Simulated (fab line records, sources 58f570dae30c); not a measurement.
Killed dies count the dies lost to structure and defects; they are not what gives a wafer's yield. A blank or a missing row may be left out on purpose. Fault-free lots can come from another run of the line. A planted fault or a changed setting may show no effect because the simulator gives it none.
The tool behind it: which one? -- flow berkeley-cmos170 -- 6 lots with 18 wafers sampled at 2 steps, on a route of 331 steps

## WHAT EACH GAUGE READ, for each wafer
UCB170_GATE_THK_MEAS_05.
lot,measured,on,GATE_POLY_THK (nm)
L802,day 6 03:26,film-metro-03,211.5 212.2 210.2
L807,day 7 05:07,film-metro-02,210.4 211.1 209.1
L808,day 7 08:53,film-metro-02,213.0 212.7 211.3
L815,day 9 04:38,film-metro-03,191.0 192.4 189.9
L821,day 10 03:29,film-metro-02,211.2 209.0 210.9
L819,day 10 03:31,film-metro-01,213.3 213.5 211.7

## EACH LOT AND THE TOOL THAT RAN IT (in order: tool; ch and the chambers of the sampled wafers; start)
lot,UCB170_GATE_CVD_04
L802,"lpcvd-02 ch 0, day 6 02:02"
L807,"lpcvd-01 ch 0, day 7 03:43"
L808,"lpcvd-02 ch 1, day 7 07:28"
L815,"lpcvd-01 ch 1, day 9 03:13"
L821,"lpcvd-02 ch 0, day 10 02:05"
L819,"lpcvd-02 ch 0, day 10 02:05"
- UCB170_GATE_CVD_04: deposits poly-Si from SiH4, time 1440 s, target thk 214 nm.

## THE ANSWER, worked out from the rows above alone
Rule: the lots themselves supply what counts as usual. Put in order of their means at a reading, lots are off if they are a third of the lots or fewer, leave a main group of 4 or more, and stand apart from it by a gap of 3 or more times the standard deviation of the main group's means; of several such gaps the widest counts. The tables above print the reading to a certain number of digits; a main group whose means all agree to those digits is not used. Also off: a lot with no number at a reading for which 4 or more lots have one. The other lots that the step has rows for count as sound.
Off: at UCB170_GATE_THK_MEAS_05 (GATE_POLY_THK), L815. The main group: mean 211.4 nm, standard deviation 1.
If a tool, at a process step before that reading, ran all the lots that are off and no sound lot after the first of them, it fits. Gauges at UCB170_GATE_THK_MEAS_05: tried the same way as those tools. Undecided on this evidence; 2 tools fit (lpcvd-01 at UCB170_GATE_CVD_04, film-metro-03 at UCB170_GATE_THK_MEAS_05).

## WHAT THE SIMULATOR HAD PUT IN
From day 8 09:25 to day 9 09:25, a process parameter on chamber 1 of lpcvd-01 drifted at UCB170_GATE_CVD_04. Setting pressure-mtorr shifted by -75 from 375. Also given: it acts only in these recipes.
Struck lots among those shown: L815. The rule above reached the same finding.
